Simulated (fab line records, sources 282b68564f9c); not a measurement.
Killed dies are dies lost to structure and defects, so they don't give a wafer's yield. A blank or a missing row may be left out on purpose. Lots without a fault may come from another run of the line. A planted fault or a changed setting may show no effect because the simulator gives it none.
One fault seen from 2 desks | flow rit_cmos | each desk has only its own numbers; what lay behind them comes last

THE TOOL OWNER'S DESK: iline_stepper-01
The tool's own readings at RIT_GATE_EXPOSE_13 (exposes mask M6, target cd 150 nm): means of the sampled wafers that have a number, for each lot that ran on this tool. A lot is out of limits, marked OUT, if its mean lies more than 4 standard deviations from the usual mean; the brackets give that distance.
Columns: A = reticle_temp_C at RIT_GATE_EXPOSE_13, usual 23.00 C
lot  | first seen here | A
L190 | day 2 18:42     | 23.10
L191 | day 2 21:56     | 22.95
L193 | day 3 10:12     | 23.12
L197 | day 4 03:57     | 23.02
L198 | day 4 09:49     | 23.09
L199 | day 4 14:58     | 22.97
L202 | day 5 04:17     | 23.09
L203 | day 5 10:56     | 22.98
L205 | day 6 00:35     | 22.98
L208 | day 6 15:43     | 22.91
This desk's finding: nothing out of limits on any of the 10 lots.

THE METROLOGY DESK
What the gauges read, lot by lot, whatever tool the lot ran on: means of the sampled wafers that have a number. A lot is out of limits, marked OUT, if its mean lies more than 4 standard deviations from the usual mean; the brackets give that distance.
Columns: A = GATE_OVL at RIT_GATE_OVL_MEAS_17, usual 0.2 nm
lot  | first seen here | A
L189 | day 2 15:17     | -0.9
L190 | day 2 19:13     | 0.3
L191 | day 2 22:27     | 1.1
L193 | day 3 10:44     | 0.7
L197 | day 4 04:32     | -0.8
L198 | day 4 10:30     | 0.9
L199 | day 4 15:29     | 1.2
L201 | day 5 00:07     | 1.0
L202 | day 5 04:47     | -1.7
L203 | day 5 11:27     | 0.2
L204 | day 5 15:55     | -0.6
L205 | day 6 01:05     | 240.5 (+99 or more) OUT
L206 | day 6 03:04     | 3.0
L208 | day 6 16:13     | 243.9 (+99 or more) OUT
This desk's finding: out of limits on L205, L208; first on L205, day 6 01:05 (GATE_OVL at RIT_GATE_OVL_MEAS_17). In limits: L189, L190, L191, L193, L197, L198, L199, L201, L202, L203, L204, L206.

PUT TOGETHER
The metrology desk could have raised an alarm at day 6 01:05, on L205, L208.
The tool owner's desk saw nothing out of limits.
The tool owner's desk has L205, L208 on record, within its limits.
Of the lots named, all ran RIT_GATE_EXPOSE_13 on iline_stepper-01.

WHAT THE SIMULATOR HAD PUT IN
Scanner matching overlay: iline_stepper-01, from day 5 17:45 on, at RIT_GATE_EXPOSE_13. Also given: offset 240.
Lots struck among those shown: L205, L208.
Hours from the fault's start to each desk's first reading out of limits: the metrology desk, 7.
